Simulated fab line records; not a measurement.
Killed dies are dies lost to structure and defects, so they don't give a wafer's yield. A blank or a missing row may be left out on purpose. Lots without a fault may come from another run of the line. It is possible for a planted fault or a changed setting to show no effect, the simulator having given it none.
fab line records	flow rit-cmos
[record] lots = 6	wafers = 18	last-day = 8
route steps=202 shown NSD@138 PSD@142 SDANNEAL@153 M1@202
lots that met no fault: taken from a fault-free run of the same line
start-h: hours from the record's first day to the start of the lot's first wafer shown	wait-h: hours elapsed since this lot's preceding step	" repeats the value in the row above	L1.1+2: several wafers, shown together as one row	- no value present, or no start provided	* or withheld: withheld	< > ~ a bound
route shown NAME@n: a module of which the file shows steps, and the number in the route of the first	usual: average and standard deviation across the fault-free wafers	same: alike in all rows	chamber/n: place in a boat	sites: readings site by site	_std_site: the values' standard deviation	_edge_site: mean of outer sites minus mean of inner sites	radius-mm: how far each site lies from the wafer's centre	mask NAME#n: copy n	behind: the tool/chamber that last shaped the wafer	hold: reason for holding the lot/hours on hold/outcome of the hold	device: the transistor (n, p or np) that didn't switch	end of line: the route-end tests of the same wafers	a step with no rows: only its recipe	killed: count of dies lost to structure and defects at first sort (not the wafer's yield)	map: per-die view of a wafer (x killed, . not killed, _ where there is no die)
set.NAME: the setting that was run; set.NAME@STEP: the one run at that earlier step	model.NAME: the simulator's own value behind a step, which no gauge read
lots at some steps of the route; a table a step, a row a wafer
services: the hour from which a tool's chamber was out of use, counted from the record's first day as start-h (under 0 if before that day), plus the number of hours and why
[[steps]]
[step RIT_NSD_HARDBAKE_07]
[recipe] resist = NOVOLAK	temp-c = 140	time-s = 60
[step RIT_NSD_IMPLANT_08]
[recipe] species = P	energy-kev = 25	dose-cm2 = 1e+15	tilt-deg = 7
[step RIT_NSD_STRIP_09]
[recipe] chemistry = O2	time-s = 180	resist = NOVOLAK	platen-temp-c = withheld	power-w = 500	pressure-mtorr = 4000	o2-flow-sccm = 4000
[usual] drypump-motor-current-A = 5.5/0.5	o2-flow-sccm = 4000/12
lot.wafer	tool	chamber	start-h	wait-h	drypump-motor-current-A	o2-flow-sccm	rf-hours-counter-h
L732.2	plasma-asher-04	0	51.84	0.1	5.3	4010	44
L732.5	"	0	"	"	5.3	4006	-
L732.6	"	1	"	"	5.9	4044	-
L733.1	plasma-asher-04	1	56.24	0.1	5.9	3984	44
L733.4	"	1	"	"	5.9	4001	-
L733.5	"	1	"	"	5.9	4011	-
L747.2	plasma-asher-01	1	130.60	0.1	4.9	4012	41
L747.3	"	1	"	"	4.9	3997	-
L747.4	"	0	"	"	5.3	4006	-
L749.1	plasma-asher-01	1	145.62	0.1	4.9	3983	42
L749.3	"	0	"	"	5.3	4005	-
L749.6	"	1	"	"	4.9	3992	-
L751.1	plasma-asher-04	1	163.40	0.1	5.9	4002	55
L751.3	"	1	"	"	5.9	4012	-
L751.6	"	1	"	"	5.9	3995	-
L753.1	plasma-asher-01	1	175.48	0.1	4.9	3991	45
L753.5	"	0	"	"	5.3	3986	-
L753.6	"	1	"	"	4.9	4006	-
[step RIT_NSD_TW_MEAS_10]
[usual] NSD_TW = 3126/29
lot.wafer	tool	chamber	start-h	wait-h	NSD_TW
L732.2	film-metro-01	-	52.02	0.1	3105
L732.5	"	-	"	"	3124
L732.6	"	-	"	"	3107
L733.1	film-metro-04	-	56.41	0.1	3095
L733.4	"	-	"	"	3093
L733.5	"	-	"	"	3088
L747.2	film-metro-04	-	130.78	0.1	3106
L747.3	"	-	"	"	3100
L747.4	"	-	"	"	3106
L749.1	film-metro-04	-	145.80	0.1	3106
L749.3	"	-	"	"	3092
L749.6	"	-	"	"	3092
L751.1	film-metro-04	-	163.58	0.1	3100
L751.3	"	-	"	"	3097
L751.6	"	-	"	"	3097
L753.1	film-metro-01	-	175.65	0.1	3114
L753.5	"	-	"	"	3105
L753.6	"	-	"	"	3098
[step RIT_PSD_HMDS_00]
[recipe] prime-time-s = 60	prime-temp-c = 140
[step RIT_PSD_COAT_01]
[recipe] resist = NOVOLAK	spin-rpm = 3250	resist-thk-nm = 1000
[step RIT_PSD_SOFTBAKE_02]
[recipe] resist = NOVOLAK	temp-c = 90	time-s = 60
[step RIT_PSD_EXPOSE_03]
[recipe] mask-id = M10	na = 0.57	target-cd-nm = 40900	dose-mj = 250
[step RIT_PSD_PEB_04]
[recipe] resist = NOVOLAK	temp-c = withheld	time-s = withheld
[step RIT_PSD_DEVELOP_05]
[recipe] resist = NOVOLAK	develop-time-s = 50	dev-temp-c = 23
[step RIT_PSD_OVL_MEAS_06]
[usual] PSD_OVL = 0.2/1.5
lot.wafer	tool	chamber	start-h	wait-h	PSD_OVL[nm]
L732.2	overlay-01	-	53.05	-	-0.5
L732.5	"	-	"	"	-1.1
L732.6	"	-	"	"	-3.0
L733.1	overlay-02	-	57.45	-	-4.0
L733.4	"	-	"	"	-3.7
L733.5	"	-	"	"	-3.6
L747.2	overlay-01	-	131.69	-	2.5
L747.3	"	-	"	"	1.3
L747.4	"	-	"	"	2.4
L749.1	overlay-01	-	146.83	-	3.0
L749.3	"	-	"	"	1.8
L749.6	"	-	"	"	1.5
L751.1	overlay-01	-	164.61	-	-1.6
L751.3	"	-	"	"	-1.7
L751.6	"	-	"	"	-0.9
L753.1	overlay-02	-	176.56	-	0.7
L753.5	"	-	"	"	1.5
L753.6	"	-	"	"	1.8
[step RIT_PSD_HARDBAKE_07]
[recipe] resist = NOVOLAK	temp-c = 140	time-s = 60
[step RIT_PSD_IMPLANT_08]
[recipe] species = BF2	energy-kev = 27	dose-cm2 = 5e+15	tilt-deg = 7
[usual] beam-on-s = 14.0/0.41	dose-ions-cm2 = 4.999e+15/4.9e+12	tilt-deg = 7.003/0.017
lot.wafer	tool	chamber	start-h	wait-h	beam-on-s	dose-ions-cm2	tilt-deg
L732.2	implanter-01	0	53.26	0.1	14.2	4.996e+15	6.986
L732.5	"	0	"	"	14.3	5.003e+15	7.005
L732.6	"	0	"	"	14.4	4.997e+15	6.973
L733.1	implanter-04	0	57.75	0.1	13.9	4.999e+15	6.998
L733.4	"	0	"	"	13.9	4.996e+15	6.977
L733.5	"	0	"	"	13.7	5.003e+15	7.009
L747.2	implanter-01	0	131.89	0.1	22.8	7.997e+15	7.007
L747.3	"	0	"	"	23.4	7.996e+15	7.010
L747.4	"	0	"	"	23.3	8.003e+15	7.016
L749.1	implanter-04	0	147.03	0.1	14.0	5.009e+15	6.992
L749.3	"	0	"	"	13.9	5.005e+15	7.019
L749.6	"	0	"	"	14.1	5.005e+15	7.014
L751.1	implanter-01	0	164.80	0.1	23.4	8.004e+15	6.985
L751.3	"	0	"	"	22.8	8.003e+15	7.026
L751.6	"	0	"	"	23.0	8.001e+15	6.988
L753.1	implanter-04	0	176.75	0.1	14.0	4.995e+15	7.006
L753.5	"	0	"	"	13.9	5.004e+15	7.020
L753.6	"	0	"	"	13.9	4.994e+15	6.991
[step RIT_PSD_STRIP_09]
[recipe] chemistry = O2	time-s = 180	resist = NOVOLAK	platen-temp-c = withheld	power-w = 500	pressure-mtorr = 4000	o2-flow-sccm = 4000
[usual] drypump-motor-current-A = 5.7/0.41	o2-flow-sccm = 4000/11
lot.wafer	tool	chamber	start-h	wait-h	drypump-motor-current-A	o2-flow-sccm	rf-hours-counter-h
L732.2	plasma-asher-04	0	53.38	0.1	5.3	4004	44
L732.5	"	0	"	"	5.3	3999	-
L732.6	"	1	"	"	5.9	4002	-
L733.1	plasma-asher-04	1	57.90	0.1	5.9	4002	45
L733.4	"	1	"	"	5.9	3985	-
L733.5	"	1	"	"	5.9	3982	-
L747.2	plasma-asher-03	0	132.02	0.1	5.7	4003	34
L747.3	"	1	"	"	5.3	3993	-
L747.4	"	0	"	"	5.7	4006	-
L749.1	plasma-asher-04	0	147.18	0.1	5.3	3995	54
L749.3	"	0	"	"	5.3	3994	-
L749.6	"	1	"	"	5.9	3988	-
L751.1	plasma-asher-02	1	164.95	0.1	5.9	4007	4
L751.3	"	0	"	"	6.5	4018	-
L751.6	"	0	"	"	6.5	4024	-
L753.1	plasma-asher-04	0	176.90	0.1	5.3	3999	57
L753.5	"	0	"	"	5.3	4009	-
L753.6	"	1	"	"	5.9	4005	-
[step RIT_PSD_TW_MEAS_10]
[usual] PSD_TW = 3440/36
lot.wafer	tool	chamber	start-h	wait-h	PSD_TW
L732.2	film-metro-03	-	53.57	0.1	3472
L732.5	"	-	"	"	3462
L732.6	"	-	"	"	3464
L733.1	film-metro-04	-	58.07	0.1	3398
L733.4	"	-	"	"	3412
L733.5	"	-	"	"	3393
L747.2	film-metro-01	-	132.20	0.1	3505
L747.3	"	-	"	"	3506
L747.4	"	-	"	"	3537
L749.1	film-metro-01	-	147.36	0.1	3396
L749.3	"	-	"	"	3411
L749.6	"	-	"	"	3415
L751.1	film-metro-03	-	165.13	0.1	3589
L751.3	"	-	"	"	3594
L751.6	"	-	"	"	3590
L753.1	film-metro-04	-	177.07	0.1	3431
L753.5	"	-	"	"	3425
L753.6	"	-	"	"	3410
[step RIT_SDANNEAL_CLEAN_00]
[recipe] chemistry = SC1	mix = 3:3:50	time-s = 600	temp-c = 75
[step RIT_SDANNEAL_CLEAN_01]
[recipe] chemistry = dHF	dilution = 50:1	time-s = 30
[step RIT_SDANNEAL_CLEAN_02]
[recipe] chemistry = SC2	mix = 3:3:50	time-s = 600	temp-c = 75	dry = n2-spin
[step RIT_SDANNEAL_RTA_03]
[recipe] temp-c = 1050	time-s = 5	idle-temp-c = 600	ramp-up-c-per-s = 342	ramp-down-c-per-s = 171	cool-to-c = 600	ambient = N2
[usual] wafer_temp_C_max = 1053.5/1.2
lot.wafer	tool	chamber	start-h	wait-h	wafer_temp_C_max
L732.2	rtp-anneal-01	0	54.01	0.0	1052.9
L732.5	"	0	"	"	1051.4
L732.6	"	0	"	"	1053.6
L733.1	rtp-anneal-02	0	58.50	0.0	1055.0
L733.4	"	0	"	"	1052.3
L733.5	"	0	"	"	1052.6
L747.2	rtp-anneal-01	0	132.63	0.0	1054.5
L747.3	"	0	"	"	1054.8
L747.4	"	0	"	"	1052.5
L749.1	rtp-anneal-01	0	147.78	0.0	1052.7
L749.3	"	0	"	"	1052.9
L749.6	"	0	"	"	1053.0
L751.1	rtp-anneal-02	0	165.55	0.0	1055.9
L751.3	"	0	"	"	1052.8
L751.6	"	0	"	"	1051.4
L753.1	rtp-anneal-02	0	177.50	0.0	1052.6
L753.5	"	0	"	"	1053.4
L753.6	"	0	"	"	1053.6
[step RIT_SDANNEAL_RS_MEAS_04]
[recipe] thk-meas-gauge = four-point-probe
[usual] PSD_RS = 115.97/0.28
lot.wafer	tool	chamber	start-h	wait-h	PSD_RS[ohm/sq]
L732.2	film-metro-03	-	54.08	0.1	115.96
L732.5	"	-	"	"	115.66
L732.6	"	-	"	"	115.83
L733.1	film-metro-03	-	58.56	0.0	115.68
L733.4	"	-	"	"	115.63
L733.5	"	-	"	"	115.92
L747.2	film-metro-03	-	132.70	0.1	110.34
L747.3	"	-	"	"	110.00
L747.4	"	-	"	"	110.13
L749.1	film-metro-01	-	147.84	0.0	116.06
L749.3	"	-	"	"	115.63
L749.6	"	-	"	"	116.11
L751.1	film-metro-03	-	165.61	0.0	109.79
L751.3	"	-	"	"	110.04
L751.6	"	-	"	"	109.82
L753.1	film-metro-03	-	177.56	0.0	115.76
L753.5	"	-	"	"	115.86
L753.6	"	-	"	"	115.85
[step RIT_SDANNEAL_RS_MEAS_05]
[recipe] thk-meas-gauge = four-point-probe
[usual] NSD_RS = 84.61/0.24
lot.wafer	tool	chamber	start-h	wait-h	NSD_RS[ohm/sq]
L732.2	film-metro-03	-	54.20	0.1	84.90
L732.5	"	-	"	"	85.00
L732.6	"	-	"	"	85.06
L733.1	film-metro-03	-	58.68	0.1	84.79
L733.4	"	-	"	"	84.40
L733.5	"	-	"	"	84.78
L747.2	film-metro-03	-	132.82	0.1	84.38
L747.3	"	-	"	"	84.02
L747.4	"	-	"	"	84.37
L749.1	film-metro-01	-	147.96	0.1	84.93
L749.3	"	-	"	"	84.77
L749.6	"	-	"	"	84.89
L751.1	film-metro-03	-	165.73	0.1	84.49
L751.3	"	-	"	"	84.66
L751.6	"	-	"	"	84.70
L753.1	film-metro-03	-	177.68	0.1	84.20
L753.5	"	-	"	"	84.50
L753.6	"	-	"	"	84.61
[step RIT_M1_PROBE_99]
[usual] killed-at-contacts = 0.1/0.27	killed-at-front-end = 7/3.1	killed-dies = 7/3.2	killed-open = 3.8/2.1	killed-short = 3.6/2
[same] gross-dies = 264	killed_at_M0_to_M3 = 0	killed_at_M4_up = 0	killed-at-back-side = 0	killed-at-other = 0
lot.wafer	tool	chamber	start-h	wait-h	killed-at-contacts	killed-at-front-end	killed-dies	killed-open	killed-short
L732.2	prober-01	-	61.47	0.1	0	6	6	3	3
L732.5	prober-01	-	61.62	0.2	1	10	11	6	5
L732.6	prober-01	-	61.67	0.2	0	7	7	4	3
L733.1	prober-02	-	66.02	0.1	0	8	8	4	4
L733.4	prober-02	-	66.17	0.2	0	12	12	6	6
L733.5	prober-02	-	66.22	0.2	0	4	4	4	0
L747.2	prober-01	-	140.09	0.1	0	5	5	2	3
L747.3	prober-01	-	140.14	0.2	0	15	15	8	7
L747.4	prober-01	-	140.19	0.2	0	10	10	8	2
L749.1	prober-01	-	155.08	0.1	0	10	10	4	6
L749.3	prober-01	-	155.18	0.2	0	4	4	2	2
L749.6	prober-01	-	155.33	0.2	0	8	8	2	6
L751.1	prober-02	-	173.00	0.1	0	7	7	3	4
L751.3	prober-02	-	173.10	0.2	0	4	4	3	1
L751.6	prober-02	-	173.25	0.2	0	14	14	7	7
L753.1	prober-02	-	185.06	0.1	0	3	3	2	1
L753.5	prober-02	-	185.26	0.2	0	5	5	1	4
L753.6	prober-02	-	185.31	0.2	1	6	7	4	3
// killed by level:class
L732.2 GATE:geometric-particle:short=3 GATE:geometric-particle:open=1 REOX:geometric-particle:open=1 SPACER:geometric-particle:open=1
L732.5 GATE:geometric-particle:open=2 REOX:geometric-particle:open=2 FOX1:geometric-particle:short=1 FOX1:geometric-particle:open=1 FOX2:geometric-particle:short=1 GATE:geometric-particle:short=1 SPACER:geometric-particle:short=1 SILICIDE:geometric-particle:open=1
L732.6 GATE:geometric-particle:open=2 REOX:geometric-particle:short=2 FOX1:geometric-particle:open=1 FOX2:geometric-particle:open=1 SPACER:geometric-particle:short=1
L733.1 GATE:geometric-particle:short=2 GATE:geometric-particle:open=2 FOX1:geometric-particle:open=1 FOX1:geometric-particle:short=1 FOX2:geometric-particle:open=1 REOX:geometric-particle:short=1
L733.4 GATE:geometric-particle:short=4 GATE:geometric-particle:open=3 REOX:geometric-particle:open=2 SILICIDE:geometric-particle:short=2 FOX2:geometric-particle:open=1
L733.5 REOX:geometric-particle:open=3 SILICIDE:geometric-particle:open=1
L747.2 FOX1:geometric-particle:open=1 GATE:geometric-particle:short=1 GATE:geometric-particle:open=1 REOX:geometric-particle:short=1 SILICIDE:geometric-particle:short=1
L747.3 GATE:geometric-particle:open=4 FOX1:geometric-particle:open=2 FOX2:geometric-particle:short=2 SPACER:geometric-particle:short=2 FOX1:geometric-particle:short=1 SILICIDE:geometric-particle:open=1 GATE:geometric-particle:short=1 SPACER:geometric-particle:open=1
L747.4 GATE:geometric-particle:open=6 GATE:geometric-particle:short=2 FOX2:geometric-particle:open=1 REOX:geometric-particle:open=1
L749.1 GATE:geometric-particle:open=3 GATE:geometric-particle:short=2 SILICIDE:geometric-particle:short=2 FOX1:geometric-particle:short=1 REOX:geometric-particle:short=1 SILICIDE:geometric-particle:open=1
L749.3 SILICIDE:geometric-particle:short=2 FOX1:geometric-particle:open=1 SPACER:geometric-particle:open=1
L749.6 REOX:geometric-particle:short=3 GATE:geometric-particle:short=1 GATE:geometric-particle:open=1 REOX:geometric-particle:open=1 SPACER:geometric-particle:short=1 SILICIDE:geometric-particle:short=1
L751.1 GATE:geometric-particle:short=4 FOX1:geometric-particle:open=1 GATE:geometric-particle:open=1 SPACER:geometric-particle:open=1
L751.3 SILICIDE:geometric-particle:open=2 GATE:geometric-particle:short=1 SPACER:geometric-particle:open=1
L751.6 GATE:geometric-particle:short=3 SILICIDE:geometric-particle:short=3 SILICIDE:geometric-particle:open=3 GATE:geometric-particle:open=2 REOX:geometric-particle:open=2 SPACER:geometric-particle:short=1
L753.1 REOX:geometric-particle:open=1 SPACER:geometric-particle:open=1 SILICIDE:geometric-particle:short=1
L753.5 FOX1:geometric-particle:short=2 GATE:geometric-particle:short=2 SPACER:geometric-particle:open=1
L753.6 SPACER:geometric-particle:open=2 GATE:geometric-particle:open=1 REOX:geometric-particle:open=1 SPACER:geometric-particle:short=1 SILICIDE:geometric-particle:short=1 CONTACT:geometric-particle:short=1
[[services]]
tool	chamber	start-h	hours	kind
plasma-asher-03	-	54.35	4.3	repair
plasma-asher-01	-	54.84	6.3	repair
implanter-01	-	88.52	3.7	pm
plasma-asher-02	-	108.75	9.0	pm
plasma-asher-02	0	108.75	9.0	vent-cycle
plasma-asher-02	1	108.75	9.0	vent-cycle
implanter-01	-	114.42	3.3	repair
plasma-asher-02	0	117.75	-	clean
plasma-asher-02	1	117.75	-	clean
implanter-04	-	142.09	4.7	pm
implanter-01	-	146.74	3.3	pm
[[key]]
[first-sign] step = RIT_PSD_IMPLANT_08	reading = dose-ions-cm2	direction = up	sigmas = 99+	usual = 4.999e+15	struck = 8.001e+15
[effect] step = RIT_PSD_IMPLANT_08	reading = beam-on-s	direction = up	sigmas = 22	usual = 14.0	struck = 23.1
[effect] step = RIT_PSD_TW_MEAS_10	reading = PSD_TW	direction = up	sigmas = 3.2	usual = 3440	struck = 3553
[effect] step = RIT_SDANNEAL_RS_MEAS_04	reading = PSD_RS	direction = down	sigmas = 22	usual = 115.97	struck = 110.02
met-at RIT_PSD_IMPLANT_08
struck-wafers L747.2,L747.3,L747.4,L751.1,L751.3,L751.6
tester-left-out L747,L751
onset-between 53.26 131.89
[fault] kind = process-parameter-drift	tool = implanter-01	chamber = -	onset-h = 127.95	steps = RIT_PSD_IMPLANT_08	channel = dose-cm2	offset = 3e+15	shape = step	end-h = 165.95	acts-in = these-recipes-only	stated = 5e+15
// tester-left-out: of these lots the tester's yield and bins aren't shown, on N5 and GAA mostly nor the transistor test; their killed dies are dies lost to structure and defects alone, not to doping, threshold or leakage, so they don't give the yield
